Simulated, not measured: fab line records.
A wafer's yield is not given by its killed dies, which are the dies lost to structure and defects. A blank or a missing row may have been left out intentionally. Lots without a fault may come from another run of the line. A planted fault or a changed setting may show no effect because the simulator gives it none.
fab line records	flow berkeley-cmos170
record lots=5	wafers=15	last-day=12
route steps=331 shown PVT@117 GATE@125 FIELD@126 PLDD@145
lots untouched by any fault: they come from a run of this same line in which no faults occurred
start-h: hours from the record's opening day to when the first of the lot's shown wafers began	wait-h: time in hours since the lot's previous step	" the same as in the row above	L1.1+2: a single row standing in for several wafers	- no value, or no start was given	* or withheld: withheld	< > ~ a bound
route shown NAME@n: a module of which the file shows steps, and the number in the route of the first	usual: mean/standard deviation of fault-free wafers	same: alike in all rows	chamber/n: place in a boat	sites: the reading at each site	_std_site: the values' standard deviation	_edge_site: inner sites' mean taken away from outer sites' mean	radius-mm: for every site, how far away it sits from the centre of the wafer	mask NAME#n: copy n	behind: the tool/chamber that last shaped the wafer	hold: why the lot was held/for how many hours/how that ended	device: transistor that didn't switch, given as n, p or np	end of line: the route-end tests of the same wafers	for a step that has no rows: nothing shown but its recipe	killed: at the first sort, the dies lost to defects and structure; wafer yield is something else	map: shows each die of a wafer: x if killed, . if not, _ if none is there
set.NAME: the setting the step ran with; set.NAME@STEP: the setting that earlier step ran with	model.NAME: the simulator's own value behind a step, which no gauge read
lots at selected steps of the route; one table per step, one row per wafer
services: from which hour (start-h, from the record's first day; less than 0 if before it) a tool's chamber was out of use, for how many hours, and why
## steps
# step UCB170_PVT_SOFTBAKE_02
# recipe resist=KrF	temp-c=130	time-s=60
# usual heater-power-total-W=56.80/0.043
lot.wafer	tool	chamber	start-h	wait-h	heater-power-total-W
L075.1	litho-track-03	0	121.48	0.1	56.81
L075.2	"	0	"	"	56.75
L075.3	"	0	"	"	56.75
L076.1	litho-track-02	0	129.65	0.1	56.75
L076.3	"	0	"	"	56.81
L076.4	"	0	"	"	56.82
L092.2	litho-track-04	0	219.45	0.1	56.79
L092.3	"	0	"	"	56.74
L092.6	"	0	"	"	56.80
L090.2	litho-track-03	0	220.08	0.1	56.78
L090.3	"	0	"	"	56.73
L090.4	"	0	"	"	56.78
L094.4	litho-track-04	0	237.15	0.1	56.78
L094.5	"	0	"	"	56.83
L094.6	"	0	"	"	56.77
# step UCB170_PVT_EXPOSE_03
# recipe mask-id=NWELL	target-cd-nm=3000	na=0.5	sigma-outer=0.6	source-shape=conventional	dose-mj=30
lot.wafer	tool	chamber	start-h	wait-h	mask
L075.1+2+3	krf-scanner-01	0	121.63	0.1	NWELL#0
L076.1+3+4	krf-scanner-02	0	129.80	0.1	NWELL#0
L092.2+3+6	krf-scanner-02	0	219.72	0.2	NWELL#0
L090.2+3+4	krf-scanner-01	0	220.35	0.2	NWELL#0
L094.4+5+6	krf-scanner-02	0	237.39	0.2	NWELL#0
# step UCB170_PVT_PEB_04
# recipe peb-temp-c=130	peb-time-s=withheld	resist=KrF
# usual heater-power-total-W=56.80/0.049
lot.wafer	tool	chamber	start-h	wait-h	heater-power-total-W
L075.1	litho-track-03	0	122.08	0.4	56.76
L075.2	"	0	"	"	56.83
L075.3	"	0	"	"	56.76
L076.1	litho-track-04	0	130.02	0.2	56.86
L076.3	"	0	"	"	56.74
L076.4	"	0	"	"	56.72
L092.2	litho-track-04	0	219.88	0.1	56.83
L092.3	"	0	"	"	56.77
L092.6	"	0	"	"	56.83
L090.2	litho-track-03	0	220.47	0.1	56.82
L090.3	"	0	"	"	56.80
L090.4	"	0	"	"	56.79
L094.4	litho-track-03	0	237.76	0.4	56.77
L094.5	"	0	"	"	56.82
L094.6	"	0	"	"	56.81
# step UCB170_PVT_DEVELOP_05
# recipe developer=TMAH	develop-time-s=45	resist=KrF	dev-temp-c=21
lot.wafer	tool	chamber	start-h	wait-h
L075.1+2+3	litho-track-03	0	-	-
L076.1+3+4	litho-track-04	0	-	-
L092.2+3+6	litho-track-04	0	-	-
L090.2+3+4	litho-track-03	0	-	-
L094.4+5+6	litho-track-03	0	-	-
# step UCB170_PVT_OVL_MEAS_06
# usual PVT_OVL=3/5.2
lot.wafer	tool	chamber	start-h	wait-h	PVT_OVL[nm]
L075.1	overlay-01	-	122.35	-	2
L075.2	"	-	"	"	6
L075.3	"	-	"	"	3
L076.1	overlay-01	-	130.29	-	7
L076.3	"	-	"	"	5
L076.4	"	-	"	"	11
L092.2	overlay-01	-	220.13	-	5
L092.3	"	-	"	"	5
L092.6	"	-	"	"	-2
L090.2	overlay-02	-	220.73	-	1
L090.3	"	-	"	"	0
L090.4	"	-	"	"	-3
L094.4	overlay-01	-	237.98	-	9
L094.5	"	-	"	"	5
L094.6	"	-	"	"	8
# step UCB170_PVT_IMPLANT_07
# recipe species=P	dose-cm2=2e+12	energy-kev=30	tilt-deg=7
lot.wafer	tool	chamber	start-h	wait-h
L075.1+2+3	implanter-02	0	122.39	0.0
L076.1+3+4	implanter-01	0	130.33	0.0
L092.2+3+6	implanter-04	0	220.19	0.0
L090.2+3+4	implanter-02	0	220.78	0.0
L094.4+5+6	implanter-01	0	238.07	0.1
# step UCB170_PVT_STRIP_08
# recipe chemistry=O2	power-w=400	pressure-mtorr=3500	platen-temp-c=withheld	o2-flow-sccm=400	overash-fraction=0.5
# usual drypump-motor-current-A=5.6/0.35	oes-product-au=0.734/0.0041	strip-time-to-endpoint-s=21.63/0.047
lot.wafer	tool	chamber	start-h	wait-h	drypump-motor-current-A	oes-product-au	rf-hours-counter-h	strip-time-to-endpoint-s
L075.1	plasma-asher-03	0	122.54	0.1	5.2	0.733	40	21.65
L075.2	"	1	"	"	5.9	0.735	40	21.63
L075.3	"	1	"	"	6.0	0.737	-	21.65
L076.1	plasma-asher-03	0	130.48	0.1	5.2	0.734	41	21.65
L076.3	"	1	"	"	5.9	0.733	-	21.66
L076.4	"	0	"	"	5.2	0.737	-	21.63
L092.2	plasma-asher-04	0	220.31	0.1	6.1	0.737	50	21.60
L092.3	"	1	"	"	5.6	0.734	-	21.67
L092.6	"	1	"	"	5.6	0.734	-	21.58
L090.2	plasma-asher-03	1	220.91	0.1	5.9	0.739	49	21.65
L090.3	"	1	"	"	5.9	0.737	-	21.57
L090.4	"	0	"	"	5.2	0.739	-	21.57
L094.4	plasma-asher-03	1	238.18	0.1	5.9	0.738	-	21.64
L094.5	"	0	"	"	5.2	0.737	-	21.57
L094.6	"	1	"	"	5.9	0.737	-	21.58
# step UCB170_PVT_TW_MEAS_09
# usual PVT_TW=506.8/1.6
lot.wafer	tool	chamber	start-h	wait-h	PVT_TW
L075.1	film-metro-02	-	122.64	0.1	503.8
L075.2	"	-	"	"	506.3
L075.3	"	-	"	"	505.9
L076.1	film-metro-03	-	130.58	0.1	505.6
L076.3	"	-	"	"	506.8
L076.4	"	-	"	"	507.1
L092.2	film-metro-03	-	220.42	0.1	507.3
L092.3	"	-	"	"	504.1
L092.6	"	-	"	"	507.1
L090.2	film-metro-03	-	221.02	0.1	505.1
L090.3	"	-	"	"	506.7
L090.4	"	-	"	"	506.7
L094.4	film-metro-03	-	238.28	0.1	506.4
L094.5	"	-	"	"	507.7
L094.6	"	-	"	"	507.1
# step UCB170_GATE_WET_ETCH_00
# recipe chemistry=dHF	dilution=25:1	target=SiO2	temp-c=25	time-s=200
lot.wafer	tool	chamber	start-h	wait-h
L075.1+2+3	wet-bench-04	1	125.11	2.5
L076.1+3+4	wet-bench-04	0	130.64	0.1
L092.2+3+6	wet-bench-04	0	220.47	0.0
L090.2+3+4	wet-bench-04	3	221.07	0.0
L094.4+5+6	wet-bench-04	0	238.31	0.0
# step UCB170_FIELD_THK_MEAS_91
# recipe reads=SiO2_of_FIELD_OXIDATION_01
# usual FIELD_OXIDE_LEFT_2_THK=353/9.1
lot.wafer	tool	chamber	start-h	wait-h	FIELD_OXIDE_LEFT_2_THK[nm]
L075.1	film-metro-03	-	125.23	0.1	364
L075.2	"	-	"	"	361
L075.3	"	-	"	"	356
L076.1	film-metro-03	-	130.70	0.0	344
L076.3	"	-	"	"	345
L076.4	"	-	"	"	329
L092.2	film-metro-04	-	220.66	0.0	342
L092.3	"	-	"	"	347
L092.6	"	-	"	"	364
L090.2	film-metro-04	-	221.22	0.0	347
L090.3	"	-	"	"	351
L090.4	"	-	"	"	348
L094.4	film-metro-04	-	238.46	0.0	344
L094.5	"	-	"	"	348
L094.6	"	-	"	"	341
# step UCB170_GATE_OXIDATION_01
# recipe temp-c=850	ambient=O2	target-thk-a=66	ox-time-s=1800
# usual zone-power-centre-pct=41.5/1.9	zone-power-source-pct=21.6/1.9
lot.wafer	tool	chamber	start-h	wait-h	zone-power-centre-pct	zone-power-source-pct
L075.1	furnace-01	0	131.02	5.8	43.4	19.8
L075.2	"	0	"	"	43.6	20.1
L075.3	"	0	"	"	43.5	19.9
L076.1	furnace-01	0	131.02	0.3	42.7	19.5
L076.3	"	0	"	"	44.3	19.9
L076.4	"	0	"	"	43.1	19.6
L090.2	furnace-01	0	224.52	3.3	42.3	19.8
L090.3	"	0	"	"	42.8	19.9
L090.4	"	0	"	"	43.3	19.9
L092.2	furnace-01	0	224.52	3.9	43.8	19.8
L092.3	"	0	"	"	42.7	19.5
L092.6	"	0	"	"	42.9	19.6
L094.4	furnace-04	0	241.95	3.5	38.1	24.4
L094.5	"	0	"	"	38.2	24.3
L094.6	"	0	"	"	38.7	24.3
# step UCB170_GATE_THK_MEAS_02
# recipe reads=SiO2_of_GATE_OXIDATION_01
# usual GATE_OXIDE_THK=6.64/0.12
lot.wafer	tool	chamber	start-h	wait-h	GATE_OXIDE_THK[nm]
L075.1	film-metro-04	-	132.52	0.0	6.55
L075.2	"	-	"	"	6.43
L075.3	"	-	"	"	6.40
L076.1	film-metro-03	-	132.58	0.1	6.73
L076.3	"	-	"	"	6.63
L076.4	"	-	"	"	6.62
L092.2	film-metro-01	-	226.03	0.0	6.54
L092.3	"	-	"	"	6.63
L092.6	"	-	"	"	6.60
L090.2	film-metro-03	-	226.05	0.0	6.70
L090.3	"	-	"	"	6.76
L090.4	"	-	"	"	6.60
L094.4	film-metro-03	-	243.48	0.0	6.40
L094.5	"	-	"	"	6.48
L094.6	"	-	"	"	6.37
# step UCB170_GATE_ANNEAL_03
# recipe temp-c=900	time-s=1800	ambient=N2
# usual zone-power-centre-pct=42.8/1.6	zone-power-source-pct=26.0/1.7
lot.wafer	tool	chamber	start-h	wait-h	zone-power-centre-pct	zone-power-source-pct
L075.1	furnace-04	0	136.38	3.8	41.8	27.1
L075.2	"	0	"	"	41.6	27.1
L075.3	"	0	"	"	41.8	27.5
L076.1	furnace-04	0	136.38	3.8	41.7	26.8
L076.3	"	0	"	"	41.4	28.0
L076.4	"	0	"	"	41.1	27.6
L090.2	furnace-04	0	231.68	5.6	41.3	27.7
L090.3	"	0	"	"	41.4	27.2
L090.4	"	0	"	"	41.8	27.3
L092.2	furnace-04	0	231.68	5.6	41.8	27.5
L092.3	"	0	"	"	41.8	27.3
L092.6	"	0	"	"	41.6	27.2
L094.4	furnace-04	0	248.65	5.2	41.4	27.4
L094.5	"	0	"	"	41.4	27.3
L094.6	"	0	"	"	41.9	27.4
# step UCB170_GATE_CVD_04
# recipe material=poly-Si	temp-c=610	precursor=SiH4	time-s=1440	pressure-mtorr=375	target-thk-nm=214	sih4-flow-sccm=120
# usual susceptor-temp-C=610.02/0.29	zone-power-centre-pct=27.4/1.5	zone-power-source-pct=12.7/1.7
lot.wafer	tool	chamber	start-h	wait-h	susceptor-temp-C	zone-power-centre-pct	zone-power-source-pct
L075.1	lpcvd-01	1	137.88	0.0	609.54	27.8	12.1
L075.2	"	1	"	"	609.98	27.4	12.2
L075.3	"	1	"	"	610.11	27.3	12.1
L076.1	lpcvd-01	0	137.88	0.0	610.19	25.9	14.0
L076.3	"	0	"	"	610.08	26.5	13.8
L076.4	"	0	"	"	610.03	26.4	13.8
L090.2	lpcvd-02	0	233.18	0.0	610.14	29.5	14.1
L090.3	"	0	"	"	610.19	29.2	14.1
L090.4	"	0	"	"	609.88	29.4	14.3
L092.2	lpcvd-02	1	233.18	0.0	609.73	25.4	10.1
L092.3	"	1	"	"	610.41	25.6	10.0
L092.6	"	1	"	"	610.08	25.1	9.7
L094.4	lpcvd-02	0	250.15	0.0	610.35	29.7	14.4
L094.5	"	0	"	"	610.30	29.9	14.3
L094.6	"	0	"	"	609.74	29.5	14.3
# step UCB170_GATE_THK_MEAS_05
# recipe reads=poly-Si_of_GATE_CVD_04
# usual GATE_POLY_THK=214.1/1.8
lot.wafer	tool	chamber	start-h	wait-h	GATE_POLY_THK[nm]
L075.1	film-metro-01	-	139.28	0.0	216.2
L075.2	"	-	"	"	216.3
L075.3	"	-	"	"	215.5
L076.1	film-metro-03	-	139.28	0.0	214.7
L076.3	"	-	"	"	215.3
L076.4	"	-	"	"	213.5
L090.2	film-metro-04	-	234.59	0.0	214.3
L090.3	"	-	"	"	213.2
L090.4	"	-	"	"	214.1
L092.2	film-metro-01	-	234.59	0.0	212.2
L092.3	"	-	"	"	212.7
L092.6	"	-	"	"	213.1
L094.4	film-metro-03	-	251.58	0.0	213.2
L094.5	"	-	"	"	213.2
L094.6	"	-	"	"	213.4
# step UCB170_GATE_COAT_06
# recipe resist=BARC	temp-c=withheld	time-s=withheld	spin-rpm=3000	resist-thk-nm=withheld
# usual dispense-pressure-kPa=45.8/1.6
lot.wafer	tool	chamber	start-h	wait-h	dispense-pressure-kPa
L075.1	litho-track-03	0	139.34	0.1	43.9
L075.2	"	0	"	"	43.8
L075.3	"	0	"	"	43.9
L076.1	litho-track-01	0	139.34	0.1	45.9
L076.3	"	0	"	"	45.9
L076.4	"	0	"	"	45.9
L092.2	litho-track-02	0	234.66	0.1	47.8
L092.3	"	0	"	"	47.8
L092.6	"	0	"	"	47.7
L090.2	litho-track-03	0	234.84	0.2	43.9
L090.3	"	0	"	"	43.9
L090.4	"	0	"	"	43.8
L094.4	litho-track-01	0	252.13	0.5	45.9
L094.5	"	0	"	"	45.9
L094.6	"	0	"	"	45.9
# step UCB170_GATE_COAT_07
# recipe resist=KrF	spin-rpm=1500	resist-thk-nm=900
# usual dispense-pressure-kPa=45.8/1.6
lot.wafer	tool	chamber	start-h	wait-h	dispense-pressure-kPa
L075.1	litho-track-03	0	-	-	43.9
L075.2	"	0	"	"	43.8
L075.3	"	0	"	"	43.8
L076.1	litho-track-01	0	-	-	46.0
L076.3	"	0	"	"	45.9
L076.4	"	0	"	"	46.0
L092.2	litho-track-02	0	-	-	47.8
L092.3	"	0	"	"	47.8
L092.6	"	0	"	"	47.7
L090.2	litho-track-03	0	-	-	43.8
L090.3	"	0	"	"	43.9
L090.4	"	0	"	"	43.9
L094.4	litho-track-01	0	-	-	45.9
L094.5	"	0	"	"	45.9
L094.6	"	0	"	"	46.0
# step UCB170_GATE_SOFTBAKE_08
# recipe resist=KrF	temp-c=130	time-s=60
# usual heater-power-total-W=56.80/0.046
lot.wafer	tool	chamber	start-h	wait-h	heater-power-total-W
L075.1	litho-track-03	0	-	-	56.79
L075.2	"	0	"	"	56.79
L075.3	"	0	"	"	56.79
L076.1	litho-track-01	0	-	-	56.80
L076.3	"	0	"	"	56.83
L076.4	"	0	"	"	56.72
L092.2	litho-track-02	0	-	-	56.80
L092.3	"	0	"	"	56.76
L092.6	"	0	"	"	56.86
L090.2	litho-track-03	0	-	-	56.81
L090.3	"	0	"	"	56.87
L090.4	"	0	"	"	56.83
L094.4	litho-track-01	0	-	-	56.78
L094.5	"	0	"	"	56.81
L094.6	"	0	"	"	56.78
# step UCB170_GATE_EXPOSE_09
# recipe mask-id=POLY	target-cd-nm=350	na=0.5	sigma-outer=0.6	source-shape=conventional	dose-mj=21
lot.wafer	tool	chamber	start-h	wait-h	mask
L076.1+3+4	krf-scanner-01	0	140.03	-	POLY#0
L075.1+2+3	krf-scanner-02	0	140.27	-	POLY#0
L092.2+3+6	krf-scanner-01	0	235.11	-	POLY#0
L090.2+3+4	krf-scanner-02	0	235.41	-	POLY#0
L094.4+5+6	krf-scanner-01	0	252.56	-	POLY#0
# step UCB170_GATE_PEB_10
# recipe peb-temp-c=130	peb-time-s=withheld	resist=KrF
# usual heater-power-total-W=56.80/0.044
lot.wafer	tool	chamber	start-h	wait-h	heater-power-total-W
L076.1	litho-track-01	0	140.31	0.3	56.82
L076.3	"	0	"	"	56.79
L076.4	"	0	"	"	56.85
L075.1	litho-track-03	0	140.52	0.2	56.84
L075.2	"	0	"	"	56.79
L075.3	"	0	"	"	56.76
L092.2	litho-track-02	0	235.23	0.1	56.83
L092.3	"	0	"	"	56.81
L092.6	"	0	"	"	56.74
L090.2	litho-track-01	0	235.66	0.2	56.85
L090.3	"	0	"	"	56.76
L090.4	"	0	"	"	56.82
L094.4	litho-track-01	0	253.31	0.7	56.71
L094.5	"	0	"	"	56.85
L094.6	"	0	"	"	56.80
# step UCB170_GATE_DEVELOP_11
# recipe developer=TMAH	develop-time-s=45	resist=KrF	dev-temp-c=21
lot.wafer	tool	chamber	start-h	wait-h
L076.1+3+4	litho-track-01	0	-	-
L075.1+2+3	litho-track-03	0	-	-
L092.2+3+6	litho-track-02	0	-	-
L090.2+3+4	litho-track-01	0	-	-
L094.4+5+6	litho-track-01	0	-	-
# step UCB170_GATE_CD_MEAS_12
# recipe target-cd-nm=350
# usual cd-nm=349.7/1.7
lot.wafer	tool	chamber	start-h	wait-h	cd-nm
L076.1	cd-sem-02	-	140.60	-	351.1
L076.3	"	-	"	"	350.0
L076.4	"	-	"	"	349.8
L075.1	cd-sem-02	-	140.79	-	348.3
L075.2	"	-	"	"	349.5
L075.3	"	-	"	"	349.6
L092.2	cd-sem-01	-	235.50	-	351.3
L092.3	"	-	"	"	351.4
L092.6	"	-	"	"	352.9
L090.2	cd-sem-02	-	235.93	-	353.3
L090.3	"	-	"	"	353.3
L090.4	"	-	"	"	354.3
L094.4	cd-sem-02	-	253.57	-	349.2
L094.5	"	-	"	"	349.2
L094.6	"	-	"	"	350.0
# step UCB170_GATE_OVL_MEAS_13
# usual GATE_OVL=3/5.7
lot.wafer	tool	chamber	start-h	wait-h	GATE_OVL[nm]
L076.1	overlay-02	-	140.72	0.1	5
L076.3	"	-	"	"	7
L076.4	"	-	"	"	-3
L075.1	overlay-01	-	140.91	0.1	-6
L075.2	"	-	"	"	-1
L075.3	"	-	"	"	-1
L092.2	overlay-01	-	235.61	0.1	1
L092.3	"	-	"	"	3
L092.6	"	-	"	"	2
L090.2	overlay-01	-	236.04	0.1	5
L090.3	"	-	"	"	4
L090.4	"	-	"	"	6
L094.4	overlay-02	-	253.64	0.1	-3
L094.5	"	-	"	"	-1
L094.6	"	-	"	"	4
# step UCB170_GATE_ETCH_14
# recipe chemistry=N2/H2	target-depth-a=withheld	overetch-a=withheld	target=BARC	time-s=withheld	source-w=500	bias-w=100	pressure-mtorr=30	n2-flow-sccm=100	h2-flow-sccm=200
# usual drypump-motor-current-A=5.8/0.42	oes-product-au=1.000/0.02	throttle-valve-pct=13.39/0.2
lot.wafer	tool	chamber	start-h	wait-h	drypump-motor-current-A	oes-product-au	throttle-valve-pct
L076.1	rie-diel-01	2	140.76	0.0	6.2	1.037	13.41
L076.3	"	0	"	"	5.8	1.023	13.29
L076.4	"	2	"	"	6.2	1.025	13.41
L075.1	rie-diel-03	3	140.95	0.0	5.4	0.987	13.53
L075.2	"	1	"	"	6.3	0.978	13.33
L075.3	"	0	"	"	5.7	1.003	13.18
L092.2	rie-diel-01	0	235.64	0.0	5.7	0.992	13.20
L092.3	"	2	"	"	6.2	1.026	13.40
L092.6	"	3	"	"	5.2	0.982	13.65
L090.2	rie-diel-03	0	236.07	0.0	5.7	0.998	13.18
L090.3	"	2	"	"	6.2	1.016	13.38
L090.4	"	1	"	"	6.2	0.975	13.33
L094.4	rie-diel-02	3	253.66	0.0	5.2	0.999	13.11
L094.5	"	1	"	"	6.2	0.952	13.52
L094.6	"	2	"	"	5.4	0.989	13.46
# step UCB170_GATE_ETCH_15
# recipe chemistry=HBr/Cl2	target=poly-Si	stop-on=SiO2	over-etch-frac=0.3	icp-w=300	bias-w=150	time-s=56.3	pressure-mtorr=15	HBr_flow_sccm=150	Cl2_flow_sccm=50	target-depth-a=2782
# usual drypump-motor-current-A=5.7/0.45	mfc-cl2-sccm=49.99/0.15	oes-product-au=0.831/0.017	throttle-valve-pct=26.41/0.25
# same over-etch-frac=0.3
lot.wafer	tool	chamber	start-h	wait-h	drypump-motor-current-A	mfc-cl2-sccm	oes-product-au	rf-hours-counter-h	throttle-valve-pct
L076.1	rie-si-02	3	140.80	-	5.4	49.88	0.813	2	26.81
L076.3	"	1	"	"	5.3	49.95	0.820	0	26.54
L076.4	"	0	"	"	5.9	49.97	0.814	29	26.58
L075.1	rie-si-01	0	140.99	-	5.3	49.96	0.832	80	26.34
L075.2	"	3	"	"	6.1	49.78	0.854	52	26.20
L075.3	"	1	"	"	5.3	49.83	0.859	0	26.20
L092.2	rie-si-01	3	235.68	-	6.1	49.78	0.840	53	26.23
L092.3	"	0	"	"	5.3	50.08	0.823	80	26.33
L092.6	"	1	"	"	5.3	50.07	0.856	-	26.20
L090.2	rie-si-02	0	236.11	-	5.9	49.87	0.823	30	26.57
L090.3	"	3	"	"	5.4	50.01	0.811	2	26.80
L090.4	"	2	"	"	6.0	50.00	0.851	8	25.93
L094.4	rie-si-01	3	253.70	-	6.1	49.70	0.847	53	26.22
L094.5	"	0	"	"	5.3	49.91	0.824	-	26.34
L094.6	"	1	"	"	5.3	49.75	0.855	-	26.22
# step UCB170_GATE_STRIP_16
# recipe chemistry=O2	power-w=400	pressure-mtorr=3500	platen-temp-c=withheld	o2-flow-sccm=400	overash-fraction=0.5
# usual drypump-motor-current-A=5.8/0.36	oes-product-au=0.724/0.0048
lot.wafer	tool	chamber	start-h	wait-h	drypump-motor-current-A	oes-product-au	rf-hours-counter-h
L076.1	plasma-asher-02	1	140.85	0.0	6.2	0.725	35
L076.3	"	0	"	"	5.5	0.721	-
L076.4	"	1	"	"	6.2	0.718	-
L075.1	plasma-asher-04	0	141.04	0.0	6.1	0.730	43
L075.2	"	1	"	"	5.6	0.725	43
L075.3	"	1	"	"	5.6	0.719	-
L092.2	plasma-asher-04	0	235.73	0.0	6.1	0.721	52
L092.3	"	0	"	"	6.1	0.732	-
L092.6	"	0	"	"	6.1	0.735	-
L090.2	plasma-asher-03	0	236.16	0.0	5.2	0.720	51
L090.3	"	1	"	"	5.9	0.734	-
L090.4	"	0	"	"	5.2	0.726	-
L094.4	plasma-asher-02	0	253.78	0.1	5.5	0.717	-
L094.5	"	0	"	"	5.5	0.726	-
L094.6	"	1	"	"	6.2	0.723	-
# step UCB170_GATE_CD_MEAS_90
# recipe target-cd-nm=350
# usual cd-nm=350.0/1.8
lot.wafer	tool	chamber	start-h	wait-h	cd-nm
L076.1	cd-sem-02	-	140.95	0.1	350.8
L076.3	"	-	"	"	348.9
L076.4	"	-	"	"	349.4
L075.1	cd-sem-02	-	141.19	0.1	348.4
L075.2	"	-	"	"	350.2
L075.3	"	-	"	"	349.5
L092.2	cd-sem-01	-	235.85	0.1	351.7
L092.3	"	-	"	"	351.7
L092.6	"	-	"	"	352.9
L090.2	cd-sem-02	-	236.28	0.1	353.0
L090.3	"	-	"	"	353.1
L090.4	"	-	"	"	354.2
L094.4	cd-sem-02	-	253.91	0.1	350.0
L094.5	"	-	"	"	349.5
L094.6	"	-	"	"	350.8
# step UCB170_GATE_CLEAN_17
# recipe chemistry=SPM	temp-c=120	time-s=600
lot.wafer	tool	chamber	start-h	wait-h
L076.1+3+4	wet-bench-04	3	141.07	0.1
L075.1+2+3	wet-bench-02	0	141.31	0.1
L092.2+3+6	wet-bench-04	1	236.29	0.4
L090.2+3+4	wet-bench-02	0	236.41	0.1
L094.4+5+6	wet-bench-02	3	253.97	0.0
# step UCB170_PLDD_HMDS_00
# recipe prime-time-s=60	prime-temp-c=100
lot.wafer	tool	chamber	start-h	wait-h
L076.1+3+4	litho-track-04	0	141.25	0.0
L075.1+2+3	litho-track-01	0	141.49	0.0
L090.2+3+4	litho-track-01	0	237.16	0.6
L092.2+3+6	litho-track-04	0	237.25	0.6
L094.4+5+6	litho-track-04	0	254.29	0.1
# step UCB170_PLDD_COAT_01
# recipe resist=KrF	spin-rpm=1500	resist-thk-nm=900
# usual dispense-pressure-kPa=51/5.6
lot.wafer	tool	chamber	start-h	wait-h	dispense-pressure-kPa
L076.1	litho-track-04	0	141.40	0.1	58
L076.3	"	0	"	"	58
L076.4	"	0	"	"	58
L075.1	litho-track-01	0	141.64	0.1	46
L075.2	"	0	"	"	46
L075.3	"	0	"	"	46
L090.2	litho-track-01	0	237.31	0.1	46
L090.3	"	0	"	"	46
L090.4	"	0	"	"	46
L092.2	litho-track-04	0	237.40	0.1	58
L092.3	"	0	"	"	58
L092.6	"	0	"	"	58
L094.4	litho-track-04	0	254.44	0.1	58
L094.5	"	0	"	"	58
L094.6	"	0	"	"	58
# step UCB170_PLDD_SOFTBAKE_02
# recipe resist=KrF	temp-c=130	time-s=60
# usual heater-power-total-W=56.80/0.044
lot.wafer	tool	chamber	start-h	wait-h	heater-power-total-W
L076.1	litho-track-04	0	141.55	0.1	56.78
L076.3	"	0	"	"	56.74
L076.4	"	0	"	"	56.69
L075.1	litho-track-01	0	141.79	0.1	56.82
L075.2	"	0	"	"	56.78
L075.3	"	0	"	"	56.84
L090.2	litho-track-01	0	237.46	0.1	56.80
L090.3	"	0	"	"	56.85
L090.4	"	0	"	"	56.80
L092.2	litho-track-04	0	237.55	0.1	56.77
L092.3	"	0	"	"	56.91
L092.6	"	0	"	"	56.85
L094.4	litho-track-04	0	254.59	0.1	56.79
L094.5	"	0	"	"	56.73
L094.6	"	0	"	"	56.80
## services
tool	chamber	start-h	hours	kind
rie-si-01	2	107.00	5.8	repair
krf-scanner-01	-	110.65	1.0	pm
krf-scanner-02	-	113.35	10.4	repair
rie-si-02	1	126.14	11.4	repair
rie-si-01	3	143.96	2.0	repair
plasma-asher-03	-	145.54	4.0	repair
krf-scanner-02	-	163.68	1.3	pm
krf-scanner-02	-	192.50	4.0	pm
furnace-04	-	193.57	4.3	pm
plasma-asher-03	-	196.53	0.5	repair
implanter-02	-	202.80	1.6	repair
rie-diel-03	2	206.44	6.6	repair
krf-scanner-02	-	207.80	0.8	pm
krf-scanner-01	-	210.83	1.3	pm
krf-scanner-02	-	212.14	0.7	repair
rie-si-01	3	225.18	2.0	repair
krf-scanner-01	-	230.30	0.8	pm
krf-scanner-02	-	231.18	0.2	repair
krf-scanner-01	-	231.87	0.5	repair
krf-scanner-01	-	236.48	4.0	pm
krf-scanner-01	-	242.42	3.6	pm
furnace-01	-	250.11	3.6	pm
krf-scanner-02	-	250.34	1.0	pm
plasma-asher-04	-	250.73	4.9	repair
## key
fault none
